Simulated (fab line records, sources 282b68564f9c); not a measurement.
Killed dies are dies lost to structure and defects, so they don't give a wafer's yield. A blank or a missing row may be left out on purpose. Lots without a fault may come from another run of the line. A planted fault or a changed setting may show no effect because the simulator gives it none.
fab line records | flow rit_cmos
record lots=13 wafers=39 last_day=7
route steps=202 shown FOX2@80 NLDD@113 CONTACT@182 M1@199
lots that met no fault: from a run of the same line without faults
start_h: hours from the record's first day to the start of the lot's first wafer shown | wait_h: hours since the lot's step before | " the same as in the row above | L1.1+2: a row that stands for several wafers | - no value, or no start given | * or withheld: withheld | < > ~ a bound
route shown NAME@n: a module of which the file shows steps, and the number in the route of the first | usual: mean/standard deviation of fault-free wafers | same: alike in all rows | chamber/n: place in a boat | sites: the reading at each site | _std_site: their standard deviation | _edge_site: outer sites' mean less inner sites' | radius_mm: how far each site lies from the wafer's centre | mask NAME#n: copy n | behind: the tool/chamber that last shaped the wafer | hold: why the lot was held/for how many hours/how that ended | device: the transistor (n, p or np) that didn't switch | end of line: the same wafers' tests at the end of the route | a step without rows: its recipe alone | killed: dies lost to structure and defects at the first sort, not the wafer's yield | map: a wafer's dies, x killed, . not, _ none there
set.NAME: the setting as run; set.NAME@STEP: as run at that earlier step | model.NAME: the simulator's own value behind a step, which no gauge read
steps of the route over a sample of lots; a table a step, a row a wafer
services: from which hour (start_h, from the record's first day; less than 0 if before it) a tool's chamber was out of use, for how many hours, and why
## steps
# step RIT_FOX2_THK_MEAS_91
# recipe reads=SiO2_of_FOX2_OXIDATION_00
# usual FIELD_OXIDE_LEFT_2_THK=255/8.6
# columns lot.wafer tool chamber start_h wait_h FIELD_OXIDE_LEFT_2_THK[nm]
L265.1 film_metro-04 - 35.31 0.0 255
L265.2 " - " " 256
L265.4 " - " " 259
L267.1 film_metro-01 - 43.56 0.0 275
L267.4 " - " " 267
L267.6 " - " " 275
L269.3 film_metro-03 - 53.54 0.0 244
L269.5 " - " " 246
L269.6 " - " " 247
L271.1 film_metro-03 - 62.09 0.0 255
L271.3 " - " " 260
L271.6 " - " " 258
L272.1 film_metro-03 - 70.92 0.0 249
L272.4 " - " " 249
L272.6 " - " " 249
L274.1 film_metro-03 - 81.07 0.0 245
L274.4 " - " " 249
L274.5 " - " " 248
L275.1 film_metro-04 - 83.76 0.0 244
L275.2 " - " " 246
L275.3 " - " " 240
L277.2 film_metro-04 - 95.10 0.0 273
L277.5 " - " " 272
L277.6 " - " " 276
L282.3 film_metro-04 - 122.99 0.0 249
L282.4 " - " " 245
L282.5 " - " " 249
L284.1 film_metro-03 - 130.64 0.0 254
L284.2 " - " " 254
L284.3 " - " " 246
L286.1 film_metro-03 - 140.65 0.0 268
L286.2 " - " " 269
L286.5 " - " " 267
L287.1 film_metro-03 - 144.52 0.0 235
L287.5 " - " " 239
L287.6 " - " " 238
L288.1 film_metro-01 - 149.71 0.0 249
L288.3 " - " " 250
L288.5 " - " " 246
# step RIT_NLDD_TW_MEAS_10
# usual NLDD_TW=2492/11
# columns lot.wafer tool chamber start_h wait_h NLDD_TW
L265.1 film_metro-01 - 46.32 0.1 2488
L265.2 " - " " 2501
L265.4 " - " " 2490
L267.1 film_metro-01 - 53.46 0.1 2479
L267.4 " - " " 2485
L267.6 " - " " 2485
L269.3 film_metro-01 - 65.16 0.1 2482
L269.5 " - " " 2478
L269.6 " - " " 2485
L271.1 film_metro-01 - 75.91 0.1 2497
L271.3 " - " " 2507
L271.6 " - " " 2482
L272.1 film_metro-02 - 83.79 0.1 2501
L272.4 " - " " 2511
L272.6 " - " " 2500
L274.1 film_metro-01 - 92.19 0.1 2493
L274.4 " - " " 2489
L274.5 " - " " 2487
L275.1 film_metro-02 - 98.39 0.1 2493
L275.2 " - " " 2506
L275.3 " - " " 2492
L277.2 film_metro-02 - 105.86 0.1 2502
L277.5 " - " " 2495
L277.6 " - " " 2490
L282.3 film_metro-03 - 135.89 0.1 2488
L282.4 " - " " 2506
L282.5 " - " " 2500
L284.1 film_metro-03 - 142.07 0.1 2504
L284.2 " - " " 2509
L284.3 " - " " 2494
L286.1 film_metro-01 - 151.44 0.1 2471
L286.2 " - " " 2479
L286.5 " - " " 2477
L287.1 film_metro-01 - 154.51 0.1 2467
L287.5 " - " " 2473
L287.6 " - " " 2499
L288.1 film_metro-03 - 162.49 0.1 2484
L288.3 " - " " 2489
L288.5 " - " " 2502
# step RIT_CONTACT_CLEAN_13
# recipe chemistry=SC1 mix=3:3:50 time_s=571.1 temp_c=75
# usual bath_guard_temp_C=75.1/0.71 temp_c=74.99/0.11
# columns lot.wafer tool chamber start_h wait_h bath_guard_temp_C temp_c
L265.1 wet_bench-03 1 56.72 0.1 76.1 74.99
L265.2 " 1 " " 76.4 74.79
L265.4 " 1 " " 76.0 75.09
L267.1 wet_bench-01 1 64.92 0.1 74.9 75.15
L267.4 " 1 " " 75.1 75.12
L267.6 " 1 " " 74.6 75.31
L269.3 wet_bench-01 0 75.97 0.1 75.6 75.00
L269.5 " 0 " " 75.6 74.99
L269.6 " 0 " " 75.9 75.02
L271.1 wet_bench-03 1 86.40 0.1 75.9 75.24
L271.3 " 1 " " 75.6 74.98
L271.6 " 1 " " 75.7 75.09
L272.1 wet_bench-04 1 94.82 0.1 74.9 75.12
L272.4 " 1 " " 74.7 75.06
L272.6 " 1 " " 75.0 74.83
L274.1 wet_bench-04 0 102.58 0.1 76.2 75.10
L274.4 " 0 " " 76.4 75.04
L274.5 " 0 " " 76.3 74.87
L275.1 wet_bench-03 3 108.98 0.1 74.3 74.83
L275.2 " 3 " " 74.5 74.85
L275.3 " 3 " " 74.1 74.95
L277.2 wet_bench-03 0 116.63 0.1 75.7 74.96
L277.5 " 0 " " 75.5 74.99
L277.6 " 0 " " 75.8 75.02
L282.3 wet_bench-03 2 146.58 0.1 69.0 69.64
L282.4 " 2 " " 68.6 69.73
L282.5 " 2 " " 69.4 69.52
L284.1 wet_bench-01 1 153.09 0.1 74.6 74.94
L284.2 " 1 " " 74.6 74.94
L284.3 " 1 " " 75.1 74.97
L286.1 wet_bench-04 1 162.03 0.1 75.1 75.02
L286.2 " 1 " " 74.8 74.96
L286.5 " 1 " " 74.9 75.00
L287.1 wet_bench-03 1 165.32 0.1 76.2 74.83
L287.5 " 1 " " 76.3 74.84
L287.6 " 1 " " 76.3 74.83
L288.1 wet_bench-01 2 173.06 0.1 74.6 75.00
L288.3 " 2 " " 74.6 74.86
L288.5 " 2 " " 74.6 74.94
# step RIT_M1_CD_MEAS_90
# recipe target_cd_nm=2600
# usual cd_nm=2599/3.3
# columns lot.wafer tool chamber start_h wait_h cd_nm
L265.1 cd_sem-02 - 59.54 0.1 2597
L265.2 " - " " 2596
L265.4 " - " " 2595
L267.1 cd_sem-02 - 67.72 0.1 2594
L267.4 " - " " 2596
L267.6 " - " " 2593
L269.3 cd_sem-01 - 78.76 0.1 2598
L269.5 " - " " 2595
L269.6 " - " " 2597
L271.1 cd_sem-01 - 90.05 0.1 2594
L271.3 " - " " 2592
L271.6 " - " " 2594
L272.1 cd_sem-02 - 97.59 0.1 2602
L272.4 " - " " 2604
L272.6 " - " " 2605
L274.1 cd_sem-02 - 105.34 0.1 2600
L274.4 " - " " 2600
L274.5 " - " " 2600
L275.1 cd_sem-02 - 112.00 0.1 2602
L275.2 " - " " 2603
L275.3 " - " " 2603
L277.2 cd_sem-02 - 119.31 0.1 2602
L277.5 " - " " 2604
L277.6 " - " " 2604
L282.3 cd_sem-02 - 149.54 0.2 2594
L282.4 " - " " 2596
L282.5 " - " " 2598
L284.1 cd_sem-02 - 155.71 0.1 2601
L284.2 " - " " 2596
L284.3 " - " " 2601
L286.1 cd_sem-02 - 164.78 0.1 2601
L286.2 " - " " 2602
L286.5 " - " " 2602
L287.1 cd_sem-02 - 168.25 0.1 2594
L287.5 " - " " 2598
L287.6 " - " " 2595
L288.1 cd_sem-01 - 176.02 0.1 2597
L288.3 " - " " 2599
L288.5 " - " " 2600
# step RIT_M1_PROBE_99
# usual killed_at_M0_to_M3=0.0/0.083 killed_at_contacts=0.0/0.18 killed_at_front_end=7/3.4 killed_dies=7/3.4 killed_open=3.4/2 killed_short=3.6/2.1
# same gross_dies=264 killed_at_M4_up=0 killed_at_back_side=0 killed_at_other=0
# columns lot.wafer tool chamber start_h wait_h killed_at_M0_to_M3 killed_at_contacts killed_at_front_end killed_dies killed_open killed_short
L265.1 prober-01 - 61.28 0.1 0 0 5 5 4 1
L265.2 prober-01 - 61.33 0.1 0 0 11 11 4 7
L265.4 prober-01 - 61.43 0.2 0 0 5 5 5 0
L267.1 prober-02 - 69.46 0.1 1 0 4 5 4 1
L267.4 prober-02 - 69.61 0.2 0 0 5 5 1 4
L267.6 prober-02 - 69.71 0.2 0 0 4 4 1 3
L269.3 prober-02 - 80.56 0.2 0 0 9 9 4 5
L269.5 prober-02 - 80.66 0.2 0 0 9 9 2 7
L269.6 prober-02 - 80.71 0.2 0 0 5 5 2 3
L271.1 prober-02 - 91.79 0.1 0 0 5 5 2 3
L271.3 prober-02 - 91.89 0.2 0 0 8 8 4 4
L271.6 prober-02 - 92.04 0.2 0 0 2 2 2 0
L272.1 prober-01 - 99.33 0.1 0 0 8 8 3 5
L272.4 prober-01 - 99.48 0.2 0 1 12 13 7 6
L272.6 prober-01 - 99.58 0.2 0 0 5 5 1 4
L274.1 prober-01 - 107.08 0.1 0 0 10 10 6 4
L274.4 prober-01 - 107.23 0.2 0 0 9 9 5 4
L274.5 prober-01 - 107.28 0.2 0 0 12 12 6 6
L275.1 prober-02 - 113.74 0.1 0 1 8 9 4 5
L275.2 prober-02 - 113.79 0.1 0 0 8 8 4 4
L275.3 prober-02 - 113.84 0.2 0 0 7 7 3 4
L277.2 prober-02 - 121.08 0.1 0 0 11 11 7 4
L277.5 prober-02 - 121.23 0.2 0 0 7 7 2 5
L277.6 prober-02 - 121.28 0.2 0 0 7 7 4 3
L282.3 prober-02 - 151.34 0.2 0 0 2 2 2 0
L282.4 prober-02 - 151.39 0.2 0 0 7 7 3 4
L282.5 prober-02 - 151.44 0.2 0 0 9 9 4 5
L284.1 prober-01 - 157.45 0.1 0 0 5 5 4 1
L284.2 prober-01 - 157.50 0.1 0 0 14 14 5 9
L284.3 prober-01 - 157.55 0.2 0 0 5 5 4 1
L286.1 prober-01 - 166.52 0.1 0 0 8 8 5 3
L286.2 prober-01 - 166.57 0.1 0 0 5 5 5 0
L286.5 prober-01 - 166.72 0.2 0 0 1 1 1 0
L287.1 prober-02 - 169.99 0.1 0 0 7 7 5 2
L287.5 prober-02 - 170.19 0.2 0 0 12 12 3 9
L287.6 prober-02 - 170.24 0.2 0 0 7 7 4 3
L288.1 prober-01 - 177.76 0.1 0 0 12 12 7 5
L288.3 prober-01 - 177.86 0.2 0 0 5 5 1 4
L288.5 prober-01 - 177.96 0.2 0 1 6 7 4 3
# killed by level:class
L265.1 SILICIDE:geometric_particle:open=2 FOX1:geometric_particle:open=1 GATE:geometric_particle:open=1 SILICIDE:geometric_particle:short=1
L265.2 SILICIDE:geometric_particle:short=3 FOX2:geometric_particle:open=2 FOX2:geometric_particle:short=2 FOX1:geometric_particle:open=1 GATE:geometric_particle:short=1 REOX:geometric_particle:open=1 REOX:geometric_particle:short=1
L265.4 REOX:geometric_particle:open=2 FOX1:geometric_particle:open=1 GATE:geometric_particle:open=1 SILICIDE:geometric_particle:open=1
L267.1 FOX1:geometric_particle:open=2 FOX1:geometric_particle:short=1 GATE:geometric_particle:open=1 M1:geometric_particle:open=1
L267.4 GATE:geometric_particle:short=2 GATE:geometric_particle:open=1 REOX:geometric_particle:short=1 SILICIDE:geometric_particle:short=1
L267.6 FOX1:geometric_particle:short=1 GATE:geometric_particle:short=1 GATE:geometric_particle:open=1 REOX:geometric_particle:short=1
L269.3 REOX:geometric_particle:short=3 GATE:geometric_particle:open=2 FOX2:geometric_particle:open=1 GATE:geometric_particle:short=1 REOX:geometric_particle:open=1 SILICIDE:geometric_particle:short=1
L269.5 GATE:geometric_particle:short=4 SILICIDE:geometric_particle:short=2 FOX2:geometric_particle:short=1 GATE:geometric_particle:open=1 SPACER:geometric_particle:open=1
L269.6 GATE:geometric_particle:open=2 REOX:geometric_particle:short=2 GATE:geometric_particle:short=1
L271.1 FOX2:geometric_particle:short=1 GATE:geometric_particle:open=1 GATE:geometric_particle:short=1 REOX:geometric_particle:short=1 SILICIDE:geometric_particle:open=1
L271.3 GATE:geometric_particle:short=3 GATE:geometric_particle:open=2 FOX1:geometric_particle:short=1 FOX1:geometric_particle:open=1 REOX:geometric_particle:open=1
L271.6 GATE:geometric_particle:open=2
L272.1 GATE:geometric_particle:open=2 SPACER:geometric_particle:short=2 FOX2:geometric_particle:short=1 GATE:geometric_particle:short=1 REOX:geometric_particle:open=1 SILICIDE:geometric_particle:short=1
L272.4 GATE:geometric_particle:short=4 GATE:geometric_particle:open=2 SPACER:geometric_particle:short=2 SILICIDE:geometric_particle:open=2 FOX2:geometric_particle:open=1 SPACER:geometric_particle:open=1 CONTACT:geometric_particle:open=1
L272.6 REOX:geometric_particle:short=2 FOX2:geometric_particle:short=1 REOX:geometric_particle:open=1 SILICIDE:geometric_particle:short=1
L274.1 REOX:geometric_particle:open=3 FOX1:geometric_particle:open=2 SILICIDE:geometric_particle:short=2 GATE:geometric_particle:open=1 REOX:geometric_particle:short=1 SPACER:geometric_particle:short=1
L274.4 GATE:geometric_particle:open=3 GATE:geometric_particle:short=2 FOX2:geometric_particle:short=1 REOX:geometric_particle:open=1 SILICIDE:geometric_particle:short=1 SILICIDE:geometric_particle:open=1
L274.5 GATE:geometric_particle:open=2 GATE:geometric_particle:short=2 REOX:geometric_particle:short=2 FOX1:geometric_particle:short=1 FOX2:geometric_particle:open=1 REOX:geometric_particle:open=1 SPACER:geometric_particle:open=1 SILICIDE:geometric_particle:open=1
L275.1 GATE:geometric_particle:open=4 GATE:geometric_particle:short=3 SILICIDE:geometric_particle:short=1 CONTACT:geometric_particle:short=1
L275.2 GATE:geometric_particle:open=2 SILICIDE:geometric_particle:short=2 FOX1:geometric_particle:open=1 GATE:geometric_particle:short=1 REOX:geometric_particle:short=1 REOX:geometric_particle:open=1
L275.3 GATE:geometric_particle:short=3 FOX1:geometric_particle:open=2 SPACER:geometric_particle:open=1 SILICIDE:geometric_particle:short=1
L277.2 SPACER:geometric_particle:open=3 FOX1:geometric_particle:open=1 FOX1:geometric_particle:short=1 FOX2:geometric_particle:open=1 GATE:geometric_particle:short=1 GATE:geometric_particle:open=1 REOX:geometric_particle:open=1 SPACER:geometric_particle:short=1
L277.5 GATE:geometric_particle:short=3 GATE:geometric_particle:open=1 SPACER:geometric_particle:short=1 SILICIDE:geometric_particle:short=1 SILICIDE:geometric_particle:open=1
L277.6 FOX1:geometric_particle:open=2 GATE:geometric_particle:short=2 GATE:geometric_particle:open=1 REOX:geometric_particle:open=1 REOX:geometric_particle:short=1
L282.3 GATE:geometric_particle:open=1 SPACER:geometric_particle:open=1
L282.4 FOX2:geometric_particle:open=1 FOX2:geometric_particle:short=1 GATE:geometric_particle:short=1 GATE:geometric_particle:open=1 SPACER:geometric_particle:short=1 SPACER:geometric_particle:open=1 SILICIDE:geometric_particle:short=1
L282.5 GATE:geometric_particle:short=2 SPACER:geometric_particle:open=2 SPACER:geometric_particle:short=2 FOX1:geometric_particle:short=1 GATE:geometric_particle:open=1 REOX:geometric_particle:open=1
L284.1 FOX1:geometric_particle:open=1 REOX:geometric_particle:open=1 SPACER:geometric_particle:short=1 SPACER:geometric_particle:open=1 SILICIDE:geometric_particle:open=1
L284.2 GATE:geometric_particle:short=4 SPACER:geometric_particle:short=4 GATE:geometric_particle:open=3 SPACER:geometric_particle:open=1 SILICIDE:geometric_particle:open=1 SILICIDE:geometric_particle:short=1
L284.3 SPACER:geometric_particle:open=2 FOX2:geometric_particle:open=1 GATE:geometric_particle:open=1 GATE:geometric_particle:short=1
L286.1 REOX:geometric_particle:open=2 SILICIDE:geometric_particle:short=2 FOX1:geometric_particle:open=1 FOX2:geometric_particle:open=1 FOX2:geometric_particle:short=1 GATE:geometric_particle:open=1
L286.2 SPACER:geometric_particle:open=2 FOX1:geometric_particle:open=1 REOX:geometric_particle:open=1 SILICIDE:geometric_particle:open=1
L286.5 GATE:geometric_particle:open=1
L287.1 GATE:geometric_particle:open=2 FOX1:geometric_particle:open=1 FOX2:geometric_particle:open=1 GATE:geometric_particle:short=1 SPACER:geometric_particle:short=1 SPACER:geometric_particle:open=1
L287.5 GATE:geometric_particle:short=3 SPACER:geometric_particle:short=3 FOX2:geometric_particle:short=2 GATE:geometric_particle:open=2 SPACER:geometric_particle:open=1 SILICIDE:geometric_particle:short=1
L287.6 GATE:geometric_particle:open=3 FOX1:geometric_particle:short=1 FOX2:geometric_particle:short=1 REOX:geometric_particle:short=1 SPACER:geometric_particle:open=1
L288.1 GATE:geometric_particle:short=3 GATE:geometric_particle:open=2 REOX:geometric_particle:open=2 FOX1:geometric_particle:open=1 SPACER:geometric_particle:open=1 SPACER:geometric_particle:short=1 SILICIDE:geometric_particle:open=1 SILICIDE:geometric_particle:short=1
L288.3 GATE:geometric_particle:short=2 FOX1:geometric_particle:short=1 FOX1:geometric_particle:open=1 SILICIDE:geometric_particle:short=1
L288.5 GATE:geometric_particle:short=3 GATE:geometric_particle:open=2 FOX1:geometric_particle:open=1 CONTACT:geometric_particle:open=1
## services
# columns tool chamber start_h hours kind
wet_bench-03 - 90.23 1.8 repair
## key
first_sign step=RIT_CONTACT_CLEAN_13 reading=temp_c direction=down sigmas=47 usual=* struck=*
effect step=RIT_CONTACT_CLEAN_13 reading=bath_guard_temp_C direction=down sigmas=8.5 usual=* struck=*
met_at RIT_CONTACT_CLEAN_13
struck_lots L282
struck_wafers L282.3,L282.4,L282.5
tester_left_out L282
not_acting_at RIT_FOX2_THK_MEAS_91,RIT_NLDD_TW_MEAS_10,RIT_M1_CD_MEAS_90
fault kind=process_parameter_drift tool=wet_bench-03 chamber=2 onset_h=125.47 steps=RIT_CONTACT_CLEAN_13 channel=temp_c offset=* shape=step acts_in=* stated=*
# tester_left_out: of these lots the tester's yield and bins aren't shown, on N5 and GAA mostly nor the transistor test; their killed dies are dies lost to structure and defects alone, not to doping, threshold or leakage, so they don't give the yield
